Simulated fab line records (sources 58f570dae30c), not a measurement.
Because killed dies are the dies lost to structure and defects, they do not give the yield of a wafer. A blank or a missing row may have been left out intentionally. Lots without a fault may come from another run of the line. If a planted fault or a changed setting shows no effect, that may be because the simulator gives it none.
Problem report, 8D (eight disciplines) form, completed by code + flow berkeleyCmos170 + the parts of the form that need people (team, actions taken, sign-off) are left out

## 1. WHAT WENT WRONG
At UCB170_M3_ETCH_17, biasW averages 90.8 W over 2 wafers from 2 lots, while fault-free wafers read 100.0 W, standard deviation 0.32. That is -29 standard deviations from the usual mean.
The step: etches BARC in N2/H2.
The first sign was on wafer L600.5 at day 11 09:35, on rieDiel-04. The record has a number at this step for 14 wafers belonging to 6 lots. Rule for "out" (also "out of limits"): further than 4 standard deviations from the usual mean. Any other wafer with a number is counted as sound.

## 2. WHAT THIS IS AND IS NOT
| question                    | is                     | is not                                                             |
|-----------------------------|------------------------|--------------------------------------------------------------------|
| which readings at this step | biasW                  | drypumpMotorCurrentA, throttleValvePct                             |
| which lots                  | L600, L602             | L582, L586, L599, L604                                             |
| which wafers of those lots  | all that have a number | -                                                                  |
| read on which tools         | rieDiel-04             | rieDiel-01                                                         |
| when                        | from day 11 09:35      | up to then (9 sound wafers); but 3 sound wafers of L604 came after |

## 3. SUSPECTS, AND WHAT RULES EACH OUT
Counting: a tool at any process step up to the reading remains a suspect when it ran all the lots that are out and ran no sound lot after the first of those.
- rieDiel-04 at UCB170_M3_ETCH_17 (etches BARC in N2/H2): kept. All lots that are out passed through it, beginning with L600 at day 11 09:35, and no sound lot followed; its final sound lot before that point was L582 at day 7 21:30. Out on those wafers are its own readings of biasW.
The count leaves rieDiel-04 at UCB170_M3_ETCH_17.

## 4. THE CAUSE (what the simulator had put in)
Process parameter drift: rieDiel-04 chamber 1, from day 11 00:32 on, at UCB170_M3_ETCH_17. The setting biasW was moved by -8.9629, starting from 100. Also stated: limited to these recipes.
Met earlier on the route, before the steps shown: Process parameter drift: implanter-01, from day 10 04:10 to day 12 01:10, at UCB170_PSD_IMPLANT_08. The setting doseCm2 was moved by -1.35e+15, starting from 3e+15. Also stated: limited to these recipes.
Counting left only this tool.

## 5. THE EFFECT CHAIN, in route order
Each row: a reading where the mean over the struck wafers with a number is more than 3 standard deviations away from the usual. Scope: only readings with a usual standard deviation given in the record; hours: median across lots of the time from each lot's start at the first step in this table that gives one to its start at this step; sigmas: change in usual standard deviations.
| hours | step              | reading | usual   | on struck wafers | change | sigmas |
|-------|-------------------|---------|---------|------------------|--------|--------|
| 0     | UCB170_M3_ETCH_17 | biasW   | 100.0 W | 90.8             | -9.2   | -29    |
Process steps it contains:
- UCB170_M3_ETCH_17: etches BARC in N2/H2.

## 6. WHAT WOULD HAVE CAUGHT IT SOONER
9 hours passed between the start of the fault at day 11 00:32 and the first reading out of limits in this record, taken at day 11 09:35.
